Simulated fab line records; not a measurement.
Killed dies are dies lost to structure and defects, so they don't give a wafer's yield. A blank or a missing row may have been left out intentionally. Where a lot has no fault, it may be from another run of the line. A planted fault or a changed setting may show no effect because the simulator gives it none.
fab line records	flow ritCmos
record lots=5	wafers=23
route steps=202 shown GATE@81 NSD@139 PSD@150 SDANNEAL@155 SILICIDE@162 CONTACT@175 M1@202
startH: start of the lot's first displayed wafer, in hours after the record's first day	waitH: how many hours have passed since the lot's step before this one	" repeats the value in the row above	L1.1+2: a single row standing in for several wafers	- either no value or no given start	* or withheld: withheld	< > ~ a bound
route shown NAME@n: names a module that has steps shown in the file, with the first one's number in the route	usual: mean/standard deviation of fault-free wafers	same: alike in all rows	chamber/n: place in a boat	sites: readings site by site	_std_site: how widely they spread, as a standard deviation	_edge_site: outer sites' mean less inner sites'	radiusMm: how far each site lies from the wafer's centre	mask NAME#n: copy n	behind: the most recent tool/chamber to have shaped the wafer	hold: why the lot went on hold/how many hours it stayed there/how the hold came to an end	device: names the non-switching transistor (n, p or np)	end of line: the tests these same wafers got at the end of their route	step lacking rows: just its recipe	killed: not the wafer's yield, but the dies lost to structure and defects at the first sort	map: shows each die of a wafer: x if killed, . if not, _ if none is there
set.NAME: the setting the step ran with; set.NAME@STEP: the setting that earlier step ran with	model.NAME: the simulator's own value behind a step, which no gauge read
lots where settings were altered on purpose, with a table for each step and a row for each wafer
## steps
# step RIT_GATE_OXIDATION_05
# recipe tempC=900	ambient=O2	targetThkA=30	oxTimeS=270
lot.wafer	tool	chamber	startH	waitH	set.tempC	model.SiO2_of_GATE_OXIDATION_05.thkNm
L074.1	-	-	-	0.1	909.9	3.39
L074.2	"	-	"	"	909.9	3.397
L074.3	"	-	"	"	909.9	3.353
L074.5	"	-	"	"	909.9	3.348
L074.6	"	-	"	"	909.9	3.347
L078.1	-	-	-	0.1	923.6	4.006
L078.3	"	-	"	"	923.6	3.968
L078.4	"	-	"	"	923.6	4.056
L078.5	"	-	"	"	923.6	4.026
L078.6	"	-	"	"	923.6	3.979
L079.1	furnace-03	0	59.33	0.1	900	2.904
L079.4	"	0	"	"	900	2.966
L079.5	"	0	"	"	900	2.978
L082.2	-	-	-	0.0	916.9	3.636
L082.3	"	-	"	"	916.9	3.664
L082.4	"	-	"	"	916.9	3.621
L082.5	"	-	"	"	916.9	3.663
L082.6	"	-	"	"	916.9	3.705
L085.1	-	-	-	0.1	921.5	3.854
L085.2	"	-	"	"	921.5	3.901
L085.3	"	-	"	"	921.5	3.96
L085.4	"	-	"	"	921.5	3.855
L085.6	"	-	"	"	921.5	3.836
# step RIT_GATE_ANNEAL_06
# recipe tempC=900	timeS=600	ambient=N2O
# step RIT_GATE_THK_MEAS_07
# recipe reads=SiO2_of_GATE_OXIDATION_05
# usual GATE_OXIDE_THK=3.00/0.057
lot.wafer	tool	chamber	startH	waitH	set.tempC@GATE_OXIDATION_05	GATE_OXIDE_THK[nm]
L074.1	filmMetro-02	-	34.10	0.0	909.9	3.42
L074.2	"	-	"	"	909.9	3.45
L074.3	"	-	"	"	909.9	3.37
L074.5	"	-	"	"	909.9	3.30
L074.6	"	-	"	"	909.9	3.39
L078.1	filmMetro-03	-	56.54	0.0	923.6	3.99
L078.3	"	-	"	"	923.6	3.95
L078.4	"	-	"	"	923.6	4.03
L078.5	"	-	"	"	923.6	4.03
L078.6	"	-	"	"	923.6	3.98
L079.1	filmMetro-03	-	61.75	0.0	900	2.93
L079.4	"	-	"	"	900	3.00
L079.5	"	-	"	"	900	3.03
L082.2	filmMetro-03	-	75.89	0.0	916.9	3.57
L082.3	"	-	"	"	916.9	3.65
L082.4	"	-	"	"	916.9	3.64
L082.5	"	-	"	"	916.9	3.66
L082.6	"	-	"	"	916.9	3.68
L085.1	filmMetro-03	-	92.30	0.0	921.5	3.90
L085.2	"	-	"	"	921.5	3.93
L085.3	"	-	"	"	921.5	3.97
L085.4	"	-	"	"	921.5	3.91
L085.6	"	-	"	"	921.5	3.87
# step RIT_GATE_DEVELOP_15
# recipe resist=NOVOLAK	developTimeS=50	devTempC=23
lot.wafer	tool	chamber	startH	waitH	set.developTimeS
L074.1+5+6	lithoTrack-02	0	-	-	50
L074.2+3	"	0	"	"	44.65
L078.1+3+4	lithoTrack-02	0	-	-	45.71
L078.5+6	"	0	"	"	50
L079.1+4+5	lithoTrack-02	0	-	-	50
L082.2+3+4+5+6	lithoTrack-03	0	-	-	50
L085.1+2+4	lithoTrack-02	0	-	-	50
L085.3+6	"	0	"	"	53.05
# step RIT_GATE_HARDBAKE_18
# recipe resist=NOVOLAK	tempC=140	timeS=60
# step RIT_GATE_ETCH_19
# recipe chemistry=SF6/CHF3/O2	timeS=165	SF6_flow_sccm=30	CHF3_flow_sccm=30	O2_flow_sccm=5	target=poly-Si	pressureMtorr=40	rfW=160	targetDepthA=3125	overEtchFrac=0.25	stopOn=SiO2
lot.wafer	tool	chamber	startH	waitH	set.developTimeS@GATE_DEVELOP_15	model.GATE.cdNm
L074.1	rieSi-01	3	37.36	0.1	50	147.6
L074.2+3	"	1,0	"	"	44.65	-
L074.5	"	0	"	"	50	148.8
L074.6	"	3	"	"	50	149.1
L078.1	rieSi-01	1	60.37	0.1	45.71	165.3
L078.3	"	0	"	"	45.71	166.2
L078.4	"	1	"	"	45.71	163.1
L078.5	"	0	"	"	50	149.7
L078.6	"	2	"	"	50	148.5
L079.1	rieSi-02	0	64.64	0.1	50	146.7
L079.4	"	2	"	"	50	148.7
L079.5	"	0	"	"	50	147.1
L082.2	rieSi-01	3	80.42	0.1	50	149.2
L082.3	"	0	"	"	50	147.5
L082.4	"	2	"	"	50	147
L082.5	"	3	"	"	50	146.4
L082.6	"	0	"	"	50	147.3
L085.1	rieSi-02	1	96.49	0.1	50	149.8
L085.2	"	3	"	"	50	145.7
L085.3	"	0	"	"	53.05	136.2
L085.4	"	2	"	"	50	148.4
L085.6	"	0	"	"	53.05	136.8
# step RIT_NSD_IMPLANT_08
# recipe species=P	energyKev=25	doseCm2=1e+15	tiltDeg=7
lot.wafer	tool	chamber	startH	waitH	set.energyKev	model.implant.rpNm	model.implant.drpNm
L074.1+2+5	implanter-04	0	47.49	0.1	26.25	34.1	15.28
L074.3+6	"	0	"	"	25	32.99	14.84
L078.1+3+5	implanter-02	0	70.26	0.1	23.72	31.17	14.37
L078.4+6	"	0	"	"	25	32.3	14.84
L079.1+4+5	implanter-02	0	75.50	0.1	25	31.07	14.84
L082.2+4+5	implanter-04	0	92.50	0.1	25	32	14.84
L082.3+6	"	0	"	"	24.61	31.66	14.7
L085.1+3	implanter-04	0	107.43	0.1	24.23	30.92	14.56
L085.2+4+6	"	0	"	"	25	31.58	14.84
# step RIT_NSD_STRIP_09
# recipe chemistry=O2	timeS=180	resist=NOVOLAK	platenTempC=withheld	powerW=500	pressureMtorr=4000	o2FlowSccm=4000
# step RIT_NSD_TW_MEAS_10
# usual NSD_TW=3135/17
lot.wafer	tool	chamber	startH	waitH	set.energyKev@NSD_IMPLANT_08	NSD_TW
L074.1	filmMetro-04	-	47.81	0.1	26.25	3170
L074.2	"	-	"	"	26.25	3175
L074.3	"	-	"	"	25	3134
L074.5	"	-	"	"	26.25	3173
L074.6	"	-	"	"	25	3139
L078.1	filmMetro-01	-	70.59	0.1	23.72	3100
L078.3	"	-	"	"	23.72	3085
L078.4	"	-	"	"	25	3153
L078.5	"	-	"	"	23.72	3095
L078.6	"	-	"	"	25	3133
L079.1	filmMetro-01	-	75.82	0.1	25	3139
L079.4	"	-	"	"	25	3132
L079.5	"	-	"	"	25	3130
L082.2	filmMetro-01	-	92.81	0.1	25	3134
L082.3	"	-	"	"	24.61	3137
L082.4	"	-	"	"	25	3128
L082.5	"	-	"	"	25	3126
L082.6	"	-	"	"	24.61	3120
L085.1	filmMetro-02	-	107.76	0.1	24.23	3137
L085.2	"	-	"	"	25	3169
L085.3	"	-	"	"	24.23	3129
L085.4	"	-	"	"	25	3156
L085.6	"	-	"	"	25	3189
# step RIT_PSD_IMPLANT_08
# recipe species=BF2	energyKev=27	doseCm2=5e+15	tiltDeg=7
lot.wafer	tool	chamber	startH	waitH	set.energyKev	model.implant.rpNm	model.implant.drpNm
L074.1+2+6	implanter-03	0	49.06	0.1	28.15	22.25	12.4
L074.3+5	"	0	"	"	27	21.51	12.05
L078.1+4+6	implanter-03	0	71.80	0.1	27.81	22.86	12.3
L078.3+5	"	0	"	"	27	22.32	12.05
L079.1+4+5	implanter-03	0	77.03	0.1	27	22.24	12.05
L082.2+5+6	implanter-02	0	94.11	0.1	25.89	21.71	11.7
L082.3+4	"	0	"	"	27	22.46	12.05
L085.1+2+3+4+6	implanter-02	0	109.31	0.1	27	21.52	12.05
# step RIT_PSD_STRIP_09
# recipe chemistry=O2	timeS=180	resist=NOVOLAK	platenTempC=withheld	powerW=500	pressureMtorr=4000	o2FlowSccm=4000
# step RIT_SDANNEAL_CLEAN_02
# recipe chemistry=SC2	mix=3:3:50	timeS=600	tempC=75	dry=n2Spin
# step RIT_SDANNEAL_RTA_03
# recipe tempC=1050	timeS=5	idleTempC=600	rampUpCPerS=342	rampDownCPerS=171	coolToC=600	ambient=N2
# step RIT_SDANNEAL_RS_MEAS_04
# recipe thkMeasGauge=four-point-probe
# usual PSD_RS=115.8/0.34
lot.wafer	tool	chamber	startH	waitH	set.energyKev@PSD_IMPLANT_08	PSD_RS[ohm/sq]
L074.1	filmMetro-02	-	49.87	0.0	28.15	113.8
L074.2	"	-	"	"	28.15	114.0
L074.3	"	-	"	"	27	116.2
L074.5	"	-	"	"	27	116.2
L074.6	"	-	"	"	28.15	113.7
L078.1	filmMetro-04	-	72.61	0.0	27.81	114.2
L078.3	"	-	"	"	27	115.7
L078.4	"	-	"	"	27.81	114.2
L078.5	"	-	"	"	27	115.9
L078.6	"	-	"	"	27.81	114.0
L079.1	filmMetro-02	-	77.84	0.0	27	115.6
L079.4	"	-	"	"	27	115.5
L079.5	"	-	"	"	27	115.4
L082.2	filmMetro-01	-	95.14	0.1	25.89	117.4
L082.3	"	-	"	"	27	114.8
L082.4	"	-	"	"	27	115.2
L082.5	"	-	"	"	25.89	117.6
L082.6	"	-	"	"	25.89	117.7
L085.1	filmMetro-04	-	110.15	0.0	27	115.9
L085.2	"	-	"	"	27	115.9
L085.3	"	-	"	"	27	115.7
L085.4	"	-	"	"	27	115.7
L085.6	"	-	"	"	27	116.0
# step RIT_SILICIDE_SPUTTER_01
# recipe material=Ti	targetThkNm=30	powerW=350	chamberPressurePa=0.667	gas=Ar	timeS=240	substrateTempC=25
lot.wafer	tool	chamber	startH	waitH	set.timeS	model.Ti_of_SILICIDE_SPUTTER_01.thkNm
L074.1	pvdSputter-03	-	50.36	0.0	240	29.32
L074.2	"	-	"	"	211.4	25.78
L074.3	"	-	"	"	211.4	26.08
L074.5	"	-	"	"	211.4	25.48
L074.6	"	-	"	"	240	29.97
L078.1	pvdSputter-03	-	73.10	0.0	264.8	33.27
L078.3	"	-	"	"	240	29.97
L078.4	"	-	"	"	240	30.51
L078.5	"	-	"	"	264.8	33.52
L078.6	"	-	"	"	264.8	33.2
L079.1	pvdSputter-01	-	78.33	0.0	240	29.84
L079.4	"	-	"	"	240	29.14
L079.5	"	-	"	"	240	29.59
L082.2	pvdSputter-03	-	95.62	0.0	258.1	32.61
L082.3	"	-	"	"	258.1	31.95
L082.4	"	-	"	"	258.1	31.96
L082.5	"	-	"	"	240	30.25
L082.6	"	-	"	"	240	30.12
L085.1	pvdSputter-01	-	110.64	0.0	240	30.29
L085.2	"	-	"	"	204.2	25.47
L085.3	"	-	"	"	240	30.36
L085.4	"	-	"	"	240	29.48
L085.6	"	-	"	"	204.2	25.76
# step RIT_SILICIDE_RS_MEAS_02
# recipe thkMeasGauge=four-point-probe	reads=Ti_of_SILICIDE_SPUTTER_01
# usual SILICIDE_TI_RS=48.0/0.73
lot.wafer	tool	chamber	startH	waitH	set.timeS@SILICIDE_SPUTTER_01	SILICIDE_TI_RS[ohm/sq]
L074.1	filmMetro-03	-	50.51	0.1	240	49.3
L074.2	"	-	"	"	211.4	57.8
L074.3	"	-	"	"	211.4	57.0
L074.5	"	-	"	"	211.4	58.8
L074.6	"	-	"	"	240	47.9
L078.1	filmMetro-02	-	73.25	0.1	264.8	42.1
L078.3	"	-	"	"	240	48.0
L078.4	"	-	"	"	240	46.9
L078.5	"	-	"	"	264.8	41.7
L078.6	"	-	"	"	264.8	42.1
L079.1	filmMetro-03	-	78.48	0.1	240	48.1
L079.4	"	-	"	"	240	49.7
L079.5	"	-	"	"	240	48.7
L082.2	filmMetro-03	-	95.79	0.1	258.1	43.1
L082.3	"	-	"	"	258.1	44.3
L082.4	"	-	"	"	258.1	44.3
L082.5	"	-	"	"	240	47.4
L082.6	"	-	"	"	240	47.8
L085.1	filmMetro-03	-	110.79	0.1	240	47.3
L085.2	"	-	"	"	204.2	59.0
L085.3	"	-	"	"	240	47.2
L085.4	"	-	"	"	240	48.9
L085.6	"	-	"	"	204.2	58.0
# step RIT_SILICIDE_THK_MEAS_03
# recipe thkMeasGauge=xrf	reads=Ti_of_SILICIDE_SPUTTER_01
# usual SILICIDE_TI_THK=30.0/0.39
lot.wafer	tool	chamber	startH	waitH	set.timeS@SILICIDE_SPUTTER_01	SILICIDE_TI_THK[nm]
L074.1	filmMetro-03	-	50.63	0.1	240	29.5
L074.2	"	-	"	"	211.4	25.9
L074.3	"	-	"	"	211.4	26.3
L074.5	"	-	"	"	211.4	25.7
L074.6	"	-	"	"	240	30.2
L078.1	filmMetro-02	-	73.37	0.1	264.8	33.4
L078.3	"	-	"	"	240	29.9
L078.4	"	-	"	"	240	30.5
L078.5	"	-	"	"	264.8	33.6
L078.6	"	-	"	"	264.8	33.2
L079.1	filmMetro-03	-	78.60	0.1	240	30.0
L079.4	"	-	"	"	240	29.1
L079.5	"	-	"	"	240	29.8
L082.2	filmMetro-03	-	95.90	0.1	258.1	32.8
L082.3	"	-	"	"	258.1	32.0
L082.4	"	-	"	"	258.1	32.2
L082.5	"	-	"	"	240	30.6
L082.6	"	-	"	"	240	30.3
L085.1	filmMetro-03	-	110.91	0.1	240	30.5
L085.2	"	-	"	"	204.2	25.5
L085.3	"	-	"	"	240	30.5
L085.4	"	-	"	"	240	29.7
L085.6	"	-	"	"	204.2	25.8
# step RIT_CONTACT_DEVELOP_07
# recipe resist=NOVOLAK	developTimeS=120	devTempC=23
lot.wafer	tool	chamber	startH	waitH	set.developTimeS
L074.1+2+5	lithoTrack-03	0	-	-	131.7
L074.3+6	"	0	"	"	120
L078.1+4	lithoTrack-01	0	-	-	120
L078.3+5+6	"	0	"	"	102.2
L079.1+4+5	lithoTrack-01	0	-	-	120
L082.2+4+6	lithoTrack-02	0	-	-	120
L082.3+5	"	0	"	"	107.3
L085.1+2+3+4+6	lithoTrack-01	0	-	-	120
# step RIT_CONTACT_CD_MEAS_08
# recipe targetCdNm=1000
# usual cdNm=999.4/2.3
lot.wafer	tool	chamber	startH	waitH	set.developTimeS@CONTACT_DEVELOP_07	cdNm
L074.1	cdSem-01	-	52.19	-	131.7	1005.8
L074.2	"	-	"	"	131.7	1006.5
L074.3	"	-	"	"	120	999.7
L074.5	"	-	"	"	131.7	1008.1
L074.6	"	-	"	"	120	1000.4
L078.1	cdSem-01	-	74.81	-	120	1001.4
L078.3	"	-	"	"	102.2	986.5
L078.4	"	-	"	"	120	1002.0
L078.5	"	-	"	"	102.2	986.4
L078.6	"	-	"	"	102.2	984.9
L079.1	cdSem-01	-	80.04	-	120	1000.4
L079.4	"	-	"	"	120	1002.3
L079.5	"	-	"	"	120	1000.9
L082.2	cdSem-01	-	97.23	-	120	998.4
L082.3	"	-	"	"	107.3	989.2
L082.4	"	-	"	"	120	1000.5
L082.5	"	-	"	"	107.3	989.1
L082.6	"	-	"	"	120	998.2
L085.1	cdSem-01	-	112.23	-	120	1000.9
L085.2	"	-	"	"	120	1001.4
L085.3	"	-	"	"	120	1000.1
L085.4	"	-	"	"	120	1000.8
L085.6	"	-	"	"	120	998.2
# step RIT_CONTACT_HARDBAKE_10
# recipe resist=NOVOLAK	tempC=140	timeS=60
# step RIT_CONTACT_ETCH_11
# recipe targetDepthA=4800	overEtchFrac=0.2	stopOn=TiSi2	chemistry=CHF3/CF4/Ar	target=SiO2	CHF3_flow_sccm=50	cf4FlowSccm=10	Ar_flow_sccm=100	O2_flow_sccm=5	pressureMtorr=100	rfW=200	timeS=320
lot.wafer	tool	chamber	startH	waitH	set.developTimeS@CONTACT_DEVELOP_07	model.CONTACT.cdNm
L074.1	rieDiel-03	3	52.49	0.1	131.7	1005
L074.2	"	2	"	"	131.7	1006
L074.3	"	0	"	"	120	999.6
L074.5	"	3	"	"	131.7	1008
L074.6	"	0	"	"	120	999.8
L078.1+4	rieDiel-03	2,1	75.11	0.1	120	1001
L078.3	"	0	"	"	102.2	986.4
L078.5	"	1	"	"	102.2	986.3
L078.6	"	2	"	"	102.2	984.2
L079.1	rieDiel-04	2	80.34	0.1	120	1000
L079.4+5	"	0,3	"	"	120	1002
L082.2	rieDiel-02	0	97.51	0.1	120	998.5
L082.3	"	1	"	"	107.3	989.7
L082.4	"	2	"	"	120	1001
L082.5	"	2	"	"	107.3	989.1
L082.6	"	1	"	"	120	998.7
L085.1	rieDiel-02	3	112.53	0.1	120	1002
L085.2+4	"	2,1	"	"	120	1001
L085.3	"	0	"	"	120	999.9
L085.6	"	3	"	"	120	998.5
# step RIT_CONTACT_STRIP_12
# recipe chemistry=O2	timeS=180	resist=NOVOLAK	platenTempC=withheld	powerW=500	pressureMtorr=4000	o2FlowSccm=4000
# step RIT_CONTACT_CD_MEAS_90
# recipe targetCdNm=1000
# usual cdNm=999.4/2.3
lot.wafer	tool	chamber	startH	waitH	set.developTimeS@CONTACT_DEVELOP_07	cdNm
L074.1	cdSem-02	-	52.86	0.1	131.7	1005.3
L074.2	"	-	"	"	131.7	1006.2
L074.3	"	-	"	"	120	999.5
L074.5	"	-	"	"	131.7	1007.8
L074.6	"	-	"	"	120	999.8
L078.1	cdSem-02	-	75.48	0.1	120	1001.4
L078.3	"	-	"	"	102.2	986.5
L078.4	"	-	"	"	120	1001.4
L078.5	"	-	"	"	102.2	986.1
L078.6	"	-	"	"	102.2	984.5
L079.1	cdSem-02	-	80.71	0.1	120	1000.2
L079.4	"	-	"	"	120	1002.0
L079.5	"	-	"	"	120	1001.9
L082.2	cdSem-01	-	97.90	0.1	120	998.6
L082.3	"	-	"	"	107.3	989.4
L082.4	"	-	"	"	120	1000.9
L082.5	"	-	"	"	107.3	989.1
L082.6	"	-	"	"	120	999.0
L085.1	cdSem-01	-	112.90	0.1	120	1001.7
L085.2	"	-	"	"	120	1001.4
L085.3	"	-	"	"	120	1000.1
L085.4	"	-	"	"	120	1000.9
L085.6	"	-	"	"	120	998.2
# step RIT_M1_PROBE_99
lot.wafer	tool	chamber	startH	waitH	set.tempC@GATE_OXIDATION_05	set.developTimeS@GATE_DEVELOP_15	model.etest.nmos_0p15.driveUaUm	model.etest.nmos_0p3.driveUaUm	model.etest.nmosNarrow.driveUaUm	model.etest.pmos_0p15.rOnOhmUm	model.etest.pmos_0p3.rOnOhmUm	model.etest.pmosTurned.rOnOhmUm
L074.1	prober-02	-	58.57	0.1	909.9	50	426.2	191.8	195.2	2906	7010	3596
L074.2	prober-02	-	58.62	0.1	909.9	44.65	351.8	178.9	183.1	3445	7409	4158
L074.3	prober-02	-	58.67	0.2	909.9	44.65	358.8	183.3	185.3	3496	7480	4191
L074.5	prober-02	-	58.77	0.2	909.9	50	435.2	197.9	203.2	2853	6822	3550
L074.6	prober-02	-	58.82	0.2	909.9	50	430.2	196.7	201.8	2913	6960	3595
L078.1	prober-02	-	79.96	0.1	923.6	45.71	313.6	148.1	150.5	3661	8398	4376
L078.3	prober-02	-	80.06	0.2	923.6	45.71	303.2	141.5	144.9	3649	8437	4321
L078.4	prober-02	-	80.11	0.2	923.6	45.71	320.9	144	146.9	3570	8438	4286
L078.5	prober-02	-	80.16	0.2	923.6	50	351.6	147	150.3	3234	8044	3906
L078.6	prober-02	-	80.21	0.2	923.6	50	377	156.6	160.7	3075	7862	3720
L079.1	prober-01	-	85.33	0.1	900	50	496.2	236.7	235.1	2559	5979	3183
L079.4	prober-01	-	85.48	0.2	900	50	475.2	231.7	233.4	2820	6318	3432
L079.5	prober-01	-	85.53	0.2	900	50	487.6	231	230.7	2685	6234	3302
L082.2	prober-02	-	102.93	0.1	916.9	50	397.8	175.2	172.6	3065	7374	3780
L082.3	prober-02	-	102.98	0.2	916.9	50	406.3	177.2	178.7	3118	7465	3823
L082.4	prober-02	-	103.03	0.2	916.9	50	403.8	178.9	177.8	3068	7423	3810
L082.5	prober-02	-	103.08	0.2	916.9	50	410.9	179.8	180.4	3055	7486	3784
L082.6	prober-02	-	103.13	0.2	916.9	50	394	172.5	172.1	3119	7547	3852
L085.1	prober-01	-	117.88	0.1	921.5	50	373.4	157.9	142.7	3240	7824	3933
L085.2	prober-01	-	117.93	0.1	921.5	50	386.7	155.3	141.6	3186	7999	3956
L085.3	prober-01	-	117.98	0.2	921.5	53.05	413.3	154.3	137.8	2959	7733	3704
L085.4	prober-01	-	118.03	0.2	921.5	50	368.1	155.5	138.3	3222	7853	3961
L085.6	prober-01	-	118.13	0.2	921.5	53.05	426.2	162	147	2862	7514	3611
# killed by level:class
L079.1 FOX2:geometricParticle:short=1 REOX:geometricParticle:short=1 SPACER:geometricParticle:open=1
L079.4 GATE:geometricParticle:short=4 FOX2:geometricParticle:short=2 REOX:geometricParticle:short=2 GATE:geometricParticle:open=1 REOX:geometricParticle:open=1 M1:coatMicrobubblePrinted=1
L079.5 GATE:geometricParticle:open=2 SPACER:geometricParticle:short=2 SILICIDE:geometricParticle:short=1
## key
split step=RIT_GATE_OXIDATION_05	setting=tempC	stated=900	by=lot
response step=RIT_GATE_OXIDATION_05	reading=model.SiO2_of_GATE_OXIDATION_05.thkNm	change=+0.4	per=1%	r=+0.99
response step=RIT_GATE_THK_MEAS_07	reading=GATE_OXIDE_THK	change=+0.389	per=1%	r=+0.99
response step=RIT_M1_PROBE_99	reading=model.etest.nmosNarrow.driveUaUm	change=-33.6	per=1%	r=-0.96
response step=RIT_M1_PROBE_99	reading=model.etest.nmos_0p3.driveUaUm	change=-30.7	per=1%	r=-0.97
split step=RIT_GATE_DEVELOP_15	setting=developTimeS	stated=50	by=wafer
response step=RIT_GATE_ETCH_19	reading=model.GATE.cdNm	change=-1.85	per=1%	r=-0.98
response step=RIT_M1_PROBE_99	reading=model.etest.pmos_0p3.rOnOhmUm	change=-49.6	per=1%	r=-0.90
response step=RIT_M1_PROBE_99	reading=model.etest.pmosTurned.rOnOhmUm	change=-55.7	per=1%	r=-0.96
response step=RIT_M1_PROBE_99	reading=model.etest.pmos_0p15.rOnOhmUm	change=-53.8	per=1%	r=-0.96
response step=RIT_M1_PROBE_99	reading=model.etest.nmos_0p15.driveUaUm	change=+6.72	per=1%	r=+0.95
split step=RIT_NSD_IMPLANT_08	setting=energyKev	stated=25	by=wafer
response step=RIT_NSD_IMPLANT_08	reading=model.implant.rpNm	change=+0.22	per=1%	r=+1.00
response step=RIT_NSD_IMPLANT_08	reading=model.implant.drpNm	change=+0.0896	per=1%	r=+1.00
response step=RIT_NSD_TW_MEAS_10	reading=NSD_TW	change=+8.78	per=1%	r=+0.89
split step=RIT_PSD_IMPLANT_08	setting=energyKev	stated=27	by=wafer
response step=RIT_PSD_IMPLANT_08	reading=model.implant.rpNm	change=+0.177	per=1%	r=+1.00
response step=RIT_PSD_IMPLANT_08	reading=model.implant.drpNm	change=+0.0847	per=1%	r=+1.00
response step=RIT_SDANNEAL_RS_MEAS_04	reading=PSD_RS	change=-0.58	per=1%	r=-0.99
split step=RIT_SILICIDE_SPUTTER_01	setting=timeS	stated=240	by=wafer
response step=RIT_SILICIDE_SPUTTER_01	reading=model.Ti_of_SILICIDE_SPUTTER_01.thkNm	change=+0.301	per=1%	r=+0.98
response step=RIT_SILICIDE_RS_MEAS_02	reading=SILICIDE_TI_RS	change=-0.671	per=1%	r=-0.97
response step=RIT_SILICIDE_THK_MEAS_03	reading=SILICIDE_TI_THK	change=+0.304	per=1%	r=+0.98
split step=RIT_CONTACT_DEVELOP_07	setting=developTimeS	stated=120	by=wafer
response step=RIT_CONTACT_CD_MEAS_08	reading=cdNm	change=+0.948	per=1%	r=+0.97
response step=RIT_CONTACT_ETCH_11	reading=model.CONTACT.cdNm	change=+0.95	per=1%	r=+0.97
response step=RIT_CONTACT_CD_MEAS_90	reading=cdNm	change=+0.957	per=1%	r=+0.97
